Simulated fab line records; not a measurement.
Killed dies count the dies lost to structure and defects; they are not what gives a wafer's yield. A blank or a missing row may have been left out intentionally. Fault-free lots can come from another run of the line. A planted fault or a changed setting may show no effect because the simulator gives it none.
Which of the tools did it? + flow berkeley cmos170 + 42 wafers from 14 lots sampled at 4 of the route's 331 steps

## WHAT THE GAUGES SHOWED, per wafer
UCB170_NWELL_TW_MEAS_16.
| lot  | measured    | on            | NWELL_TW       |
|------|-------------|---------------|----------------|
| L618 | day 2 10:55 | film metro-02 | 1249 1251 1253 |
| L620 | day 2 20:18 | film metro-04 | 1244 1249 1248 |
| L621 | day 3 03:20 | film metro-04 | 1250 1247 1239 |
| L622 | day 3 12:26 | film metro-02 | 1259 1248 1248 |
| L624 | day 3 20:40 | film metro-03 | 1253 1257 1250 |
| L625 | day 4 01:02 | film metro-03 | 1259 1272 1267 |
| L627 | day 4 14:28 | film metro-03 | 1263 1260 1265 |
| L633 | day 5 15:49 | film metro-03 | 1249 1255 1252 |
| L635 | day 5 22:07 | film metro-02 | 1234 1237 1239 |
| L636 | day 6 08:20 | film metro-04 | 1248 1250 1247 |
| L637 | day 6 16:41 | film metro-04 | 1254 1250 1247 |
| L639 | day 6 23:15 | film metro-04 | 1252 1251 1245 |
| L641 | day 7 04:57 | film metro-03 | 1256 1263 1266 |
| L640 | day 7 04:58 | film metro-04 | 1258 1256 1259 |

UCB170_PFIELD_OVL_MEAS_06.
| lot  | measured     | on         | PFIELD_OVL (nm) |
|------|--------------|------------|-----------------|
| L618 | day 4 22:06  | overlay-01 | -3 -15 -7       |
| L620 | day 5 03:18  | overlay-01 | 9 -7 -1         |
| L621 | day 5 10:35  | overlay-01 | -5 -6 -1        |
| L622 | day 5 22:23  | overlay-01 | -3 3 -4         |
| L624 | day 6 08:14  | overlay-01 | - - -           |
| L625 | day 6 08:29  | overlay-02 | - - -           |
| L627 | day 7 04:22  | overlay-01 | -3 -3 -8        |
| L633 | day 7 19:44  | overlay-01 | -5 -7 1         |
| L635 | day 8 08:26  | overlay-02 | -6 -3 -6        |
| L636 | day 8 17:08  | overlay-01 | -13 -13 -7      |
| L637 | day 8 22:23  | overlay-02 | -3 1 -7         |
| L639 | day 9 15:55  | overlay-01 | -1 -5 2         |
| L641 | day 10 07:58 | overlay-01 | -3 -5 1         |
| L640 | day 10 07:42 | overlay-01 | -6 -1 -3        |

## WHAT TOOL EACH LOT RAN ON (gives the tool, then ch and the chambers of the sampled wafers, and finally the start)
| lot  | UCB170_ACTIVE_ETCH_15              | UCB170_PFIELD_PEB_04              |
|------|------------------------------------|-----------------------------------|
| L618 | rie diel-01 ch 0,2,3, day 4 20:34  | litho track-02 ch 0, day 4 21:50  |
| L620 | rie diel-04 ch 0,1, day 5 00:07    | litho track-02 ch 0, day 5 03:01  |
| L621 | rie diel-01 ch 1,2,3, day 5 09:14  | litho track-01 ch 0, day 5 10:19  |
| L622 | rie diel-03 ch 0,2, day 5 18:55    | litho track-02 ch 0, day 5 22:09  |
| L624 | rie diel-04 ch 0,2,3, day 6 06:17  | litho track-01, day 6 07:58       |
| L625 | rie diel-03 ch 0,2, day 6 06:17    | litho track-02, day 6 08:13       |
| L627 | rie diel-01 ch 2,3, day 7 02:24    | litho track-02 ch 0, day 7 04:06  |
| L633 | rie diel-01 ch 1,2,3, day 7 18:12  | litho track-01 ch 0, day 7 19:28  |
| L635 | rie diel-03 ch 0,1, day 8 06:25    | litho track-01 ch 0, day 8 08:11  |
| L636 | rie diel-03 ch 0,2,3, day 8 14:53  | litho track-01 ch 0, day 8 16:52  |
| L637 | rie diel-01 ch 0,1,3, day 8 20:30  | litho track-01 ch 0, day 8 22:08  |
| L639 | rie diel-03 ch 0,1,3, day 9 14:35  | litho track-02 ch 0, day 9 15:38  |
| L641 | rie diel-03 ch 0,2,3, day 10 06:06 | litho track-02 ch 0, day 10 07:43 |
| L640 | rie diel-04 ch 0,2, day 10 05:25   | litho track-01 ch 0, day 10 07:25 |
- UCB170_ACTIVE_ETCH_15: etches Si3N4 in CH3F/Ar/O2, stops on SiO2, target depth 242 nm, time 151 s.
- UCB170_PFIELD_PEB_04

## AS READ BY THE TOOLS THEMSELVES (means over the sampled wafers that have a number; for cases with no such wafer, the mark the record gives instead)
UCB170_ACTIVE_ETCH_15.
| lot  | tool        | drypump motor current A (A) | oes product au (a.u.) | throttle valve pct (%) |
|------|-------------|-----------------------------|-----------------------|------------------------|
| L618 | rie diel-01 | 6.0                         | 0.942                 | 8.12                   |
| L620 | rie diel-04 | 5.6                         | 0.924                 | 8.22                   |
| L621 | rie diel-01 | 6.1                         | 0.950                 | 8.00                   |
| L622 | rie diel-03 | 5.4                         | 0.949                 | 7.99                   |
| L624 | rie diel-04 | 5.8                         | 0.951                 | 8.14                   |
| L625 | rie diel-03 | 5.3                         | 0.948                 | 7.97                   |
| L627 | rie diel-01 | 6.0                         | 0.945                 | 8.07                   |
| L633 | rie diel-01 | 6.1                         | 0.944                 | 8.01                   |
| L635 | rie diel-03 | 5.4                         | 0.936                 | 8.09                   |
| L636 | rie diel-03 | 5.4                         | 0.947                 | 7.97                   |
| L637 | rie diel-01 | 6.0                         | 0.953                 | 8.11                   |
| L639 | rie diel-03 | 5.4                         | 0.938                 | 8.03                   |
| L641 | rie diel-03 | 5.4                         | 0.950                 | 7.97                   |
| L640 | rie diel-04 | 5.8                         | 0.919                 | 8.13                   |

UCB170_PFIELD_PEB_04.
| lot  | tool           | chill plate temp C (C) | exhaust pa (Pa) |
|------|----------------|------------------------|-----------------|
| L618 | litho track-02 | 23.04                  | 46.1            |
| L620 | litho track-02 | 22.97                  | 45.8            |
| L621 | litho track-01 | 23.13                  | 44.5            |
| L622 | litho track-02 | 23.08                  | 45.8            |
| L624 | litho track-01 | -                      | -               |
| L625 | litho track-02 | -                      | -               |
| L627 | litho track-02 | 23.05                  | 45.9            |
| L633 | litho track-01 | 23.09                  | 45.8            |
| L635 | litho track-01 | 23.04                  | 45.1            |
| L636 | litho track-01 | 23.05                  | 45.8            |
| L637 | litho track-01 | 22.88                  | 45.5            |
| L639 | litho track-02 | 23.07                  | 44.7            |
| L641 | litho track-02 | 22.95                  | 45.9            |
| L640 | litho track-01 | 22.95                  | 45.6            |

## THE ANSWER, worked out from the rows above alone
Rule: what is usual is taken from the lots themselves. The widest of any qualifying gaps counts: lots, ordered by their means at a reading, are off when they make up no more than a third of the lots, leave a main group of 4 or more, and stand apart from it by 3 or more times the standard deviation of that group's means. If all means in a main group match to the digits the tables above print for the reading, that group is not used. Also off: a lot with no number at a reading for which 4 or more lots have one. The other lots that the step has rows for count as sound. First the gauges in route order, then the tools' own readings, where a lot's mean is used as printed above. The first step at which some lot is off is used, and at that step the reading that is off furthest; a lot without a number counts as furthest.
Off: L624, L625, at UCB170_PFIELD_OVL_MEAS_06 (PFIELD_OVL). Without a number there: L624, L625. The main group has a mean of -4 nm with a standard deviation of 3.
A tool fits if, at a process step before that reading, it ran every lot that is off, and no sound lot after the first of them. The gauges at UCB170_PFIELD_OVL_MEAS_06 aren't tried: what is off there is off at UCB170_PFIELD_PEB_04 too, on other tools, and a gauge's error can't cause that. No candidate that was tried fits.

## WHAT THE SIMULATOR PUT IN
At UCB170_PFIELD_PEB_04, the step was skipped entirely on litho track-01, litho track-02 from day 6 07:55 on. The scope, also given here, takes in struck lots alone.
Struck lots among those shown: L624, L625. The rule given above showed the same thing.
